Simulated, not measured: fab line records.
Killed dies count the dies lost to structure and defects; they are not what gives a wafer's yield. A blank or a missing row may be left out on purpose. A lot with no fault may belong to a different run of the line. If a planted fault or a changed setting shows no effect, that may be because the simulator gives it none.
2 desks, one fault	flow berkeley_cmos170	each desk holds nothing but its own numbers, with what lay behind them at the end

## THE TOOL OWNER'S DESK: implanter-04
For each lot that ran on this tool, the mean over its sampled wafers that have a number, from the tool's own readings at UCB170_NLDD_IMPLANT_08. Any lot whose mean is over 4 standard deviations away from the usual mean is out of limits and marked OUT; that distance is given in the brackets.
Columns: A = dose_ions_cm2 at UCB170_NLDD_IMPLANT_08, usual 4.999e+13; B = end_station_pressure_torr at UCB170_NLDD_IMPLANT_08, usual 5.1e-06 Torr; C = faraday_current_uA at UCB170_NLDD_IMPLANT_08, usual 158; D = tilt_deg at UCB170_NLDD_IMPLANT_08, usual 7.001 degrees
lot	first seen here	A	B	C	D
L113	day 7 05:10	4.997e+13	5.2e-06	160	7.010
L117	day 7 14:14	5.007e+13	4.7e-06	158	7.012
L115	day 7 15:07	4.996e+13	5.1e-06	158	6.990
L116	day 7 15:27	5.001e+13	4.9e-06	159	7.025
L126	day 10 07:34	3.900e+13 (-99 or more) OUT	5.0e-06	124 (-11) OUT	7.019
L125	day 10 08:20	3.901e+13 (-99 or more) OUT	5.2e-06	123 (-11) OUT	7.000
This desk finds L125, L126 out of limits, L126 being first, at day 10 07:34 (dose_ions_cm2 at UCB170_NLDD_IMPLANT_08). L113, L117, L115, L116: within limits.

## THE METROLOGY DESK
Lot by lot, what the gauges showed, no matter which tool ran the lot: averages of those sampled wafers that carry a number. Any lot whose mean is over 4 standard deviations away from the usual mean is out of limits and marked OUT; that distance is given in the brackets.
Columns: A = NLDD_TW at UCB170_NLDD_TW_MEAS_11, usual 2192; B = NLDD_RS at UCB170_SDANNEAL_RS_MEAS_05, usual 616.3 ohm/sq
lot	first seen here	A	B
L113	day 7 05:32	2180	617.2
L114	day 7 06:15	2181	617.1
L117	day 7 14:38	2188	617.3
L115	day 7 15:31	2192	616.4
L116	day 7 15:50	2187	614.9
L120	day 8 12:20	2178	615.3
L119	day 8 13:01	2195	616.6
L126	day 10 07:58	2157	666.7 (+42) OUT
L127	day 10 08:30	2193	617.2
L125	day 10 08:44	2125	667.0 (+42) OUT
L129	day 11 02:37	2199	616.0
L134	day 11 14:41	2204	616.2
L135	day 12 08:00	2186	615.9
Per this desk, out of limits: L125, L126; the first was L126, day 10 19:11 (NLDD_RS at UCB170_SDANNEAL_RS_MEAS_05). L113, L114, L117, L115, L116, L120, L119, L127, L129, L134, L135: within limits.

## ALL TOGETHER
An alarm could have come from the tool owner's desk at day 10 07:34, on L125, L126.
At day 10 19:11 the metrology desk could have sounded an alarm, on L125, L126.
UCB170_NLDD_IMPLANT_08 was run on implanter-04 by each of the lots named.

## WHAT THE SIMULATOR HAD INSERTED
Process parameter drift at UCB170_NLDD_IMPLANT_08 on implanter-04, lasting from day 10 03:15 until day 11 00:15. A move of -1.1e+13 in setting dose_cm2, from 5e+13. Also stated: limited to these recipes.
Lots struck among those shown: L125, L126.
Time in hours from fault onset to the first out-of-limits reading at each desk: tool owner's desk 4, metrology desk 16.
